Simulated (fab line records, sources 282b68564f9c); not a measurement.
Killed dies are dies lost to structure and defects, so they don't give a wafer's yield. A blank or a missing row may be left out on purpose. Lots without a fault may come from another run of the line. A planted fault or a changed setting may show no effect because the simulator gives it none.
A struck lot beside a sound one | flow rit_cmos | 23 steps out of a route of 202
Sound: wafers L877.1, L877.3, L877.6. Struck: wafers L894.1, L894.2, L894.4. The cause comes at the end.
At each step with rows: each side's tool, then ch and its chambers, then its first start. Under that, the readings that differ: sound wafers | struck wafers | difference of the means | sigmas: that difference in standard deviations of wafers without a fault.
alike: readings whose means differ by less than 2 such deviations, and words and numbers that are the same on both sides. not compared: withheld readings, readings that some wafer has no value for, bounds like >300 that may hide the same value, and numbers for which the record gives no deviation and whose values overlap.
The two part at a step that has a row with sigmas, a row that says differs or no value, or rows on one side only. Numbers that don't overlap but have no deviation are shown without sigmas and don't part them. A reading that every wafer of one side lacks parts them only if that side has two wafers or more.

RIT_CONTACT_CD_MEAS_08: target cd 1000 nm.
  sound on cd_sem-02, day 3 23:11; struck on cd_sem-01, day 7 07:49
  alike: cd_nm
RIT_CONTACT_OVL_MEAS_09:
  sound on overlay-02, day 3 23:18; struck on overlay-02, day 7 07:56
  alike: CONTACT_OVL
then, 1 step without rows for these wafers: RIT_CONTACT_HARDBAKE_10 (time 60 s).
RIT_CONTACT_ETCH_11: etches SiO2 in CHF3/CF4/Ar, stops on TiSi2, target depth 480 nm, time 320 s.
  sound on rie_diel-02 ch 1,2, day 3 23:29; struck on rie_diel-02 ch 0,1,3, day 7 08:07
  alike: drypump_motor_current_A, oes_product_au, throttle_valve_pct
  not compared: rf_hours_counter_h
RIT_CONTACT_STRIP_12: strips in O2, time 180 s.
  sound on plasma_asher-04 ch 1, day 3 23:41; struck on plasma_asher-03 ch 0,1, day 7 08:19
  alike: drypump_motor_current_A
  not compared: rf_hours_counter_h
RIT_CONTACT_CD_MEAS_90: target cd 1000 nm.
  sound on cd_sem-01, day 3 23:51; struck on cd_sem-01, day 7 08:29
  alike: cd_nm
then, 2 steps without rows for these wafers: RIT_CONTACT_CLEAN_13 (cleans in SC1, time 600 s); RIT_CONTACT_CLEAN_14 (cleans in SC2, time 600 s).
RIT_M1_SPUTTER_00: material Al, target thk 400 nm, time 500 s.
  sound on pvd_sputter-03, day 4 00:22; struck on pvd_sputter-01, day 7 08:58
  alike: throttle_valve_pct
RIT_M1_RS_MEAS_01: measures by four-point-probe.
  sound on film_metro-01, day 4 00:39; struck on film_metro-01, day 7 09:16
  alike: M1_AL_RS
RIT_M1_THK_MEAS_02: measures by xrf.
  sound on film_metro-01, day 4 00:46; struck on film_metro-01, day 7 09:23
  alike: M1_AL_THK
then, 1 step without rows for these wafers: RIT_M1_HMDS_03 (prime time 60 s).
RIT_M1_COAT_04: resist thk 1300 nm.
  sound on litho_track-02 ch 0, day 4 00:59; struck on litho_track-01 ch 0, day 7 09:35
  reading                                 | sound                | struck               | difference | sigmas
  dispense_pressure_kPa (kPa)             | 54.4 54.4 54.4       | 50.7 50.7 50.7       | -3.7       | -2
  spin_speed_rpm (rpm)                    | 1999.9 1997.8 1998.7 | 1612.3 1614.7 1612.7 | -385.6     | -99 or more
  model.NOVOLAK_of_M1_COAT_04.thk_nm (nm) | 1292 1293 1294       | 1442 1441 1438       | +147       |
then, 4 steps without rows for these wafers: RIT_M1_SOFTBAKE_05 (time 60 s); RIT_M1_EXPOSE_06 (exposes mask M12, target cd 2600 nm); RIT_M1_PEB_07; RIT_M1_DEVELOP_08 (develop time 68 s).
RIT_M1_CD_MEAS_09: target cd 2600 nm.
  sound on cd_sem-02, day 4 01:50; struck on cd_sem-02, day 7 10:19
  reading    | sound                | struck               | difference | sigmas
  cd_nm (nm) | 2597.9 2595.7 2596.2 | 2613.0 2612.5 2611.0 | +15.6      | +9
RIT_M1_OVL_MEAS_10:
  sound on overlay-01, day 4 01:58; struck on overlay-02, day 7 10:26
  alike: M1_OVL
then, 1 step without rows for these wafers: RIT_M1_HARDBAKE_11 (time 120 s).
RIT_M1_METAL_ETCH_12: etches Al in Cl2/BCl3, stops on SiO2, time 165 s, target depth 600 nm.
  sound on rie_metal-04 ch 0,1, day 4 02:14; struck on rie_metal-01 ch 0,1, day 7 10:44
  reading                                 | sound             | struck            | difference | sigmas
  model.NOVOLAK_of_M1_COAT_04.thk_nm (nm) | 791.5 795.5 793.9 | 924.1 930.1 931.1 | +134.8     |
  alike: drypump_motor_current_A, mfc_cl2_sccm, oes_product_au, throttle_valve_pct
  not compared: rf_hours_counter_h
then, 1 step without rows for these wafers: RIT_M1_STRIP_13 (strips in nmp, time 600 s).
RIT_M1_PROBE_99:
  sound on prober-01, day 4 04:29; struck on prober-02, day 7 12:59
  alike: defect_limited_yield, killed_at_M0_to_M3, killed_at_contacts, killed_at_front_end, killed_dies, killed_open, killed_short, sort_bin_3_pad_short, sort_bin_5_function, sort_bin_6_memory, sort_n_pass, sort_yield_pct

WHERE THEY PART
First at RIT_M1_COAT_04; last, within this record, at RIT_M1_CD_MEAS_09. Later steps at which nothing parts them and some readings are alike: RIT_M1_OVL_MEAS_10, RIT_M1_METAL_ETCH_12, RIT_M1_PROBE_99.

WHY: what the simulator had put in
Process parameter drift: litho_track-01, from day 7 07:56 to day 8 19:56, at RIT_M1_COAT_04. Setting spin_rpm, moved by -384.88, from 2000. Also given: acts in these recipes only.
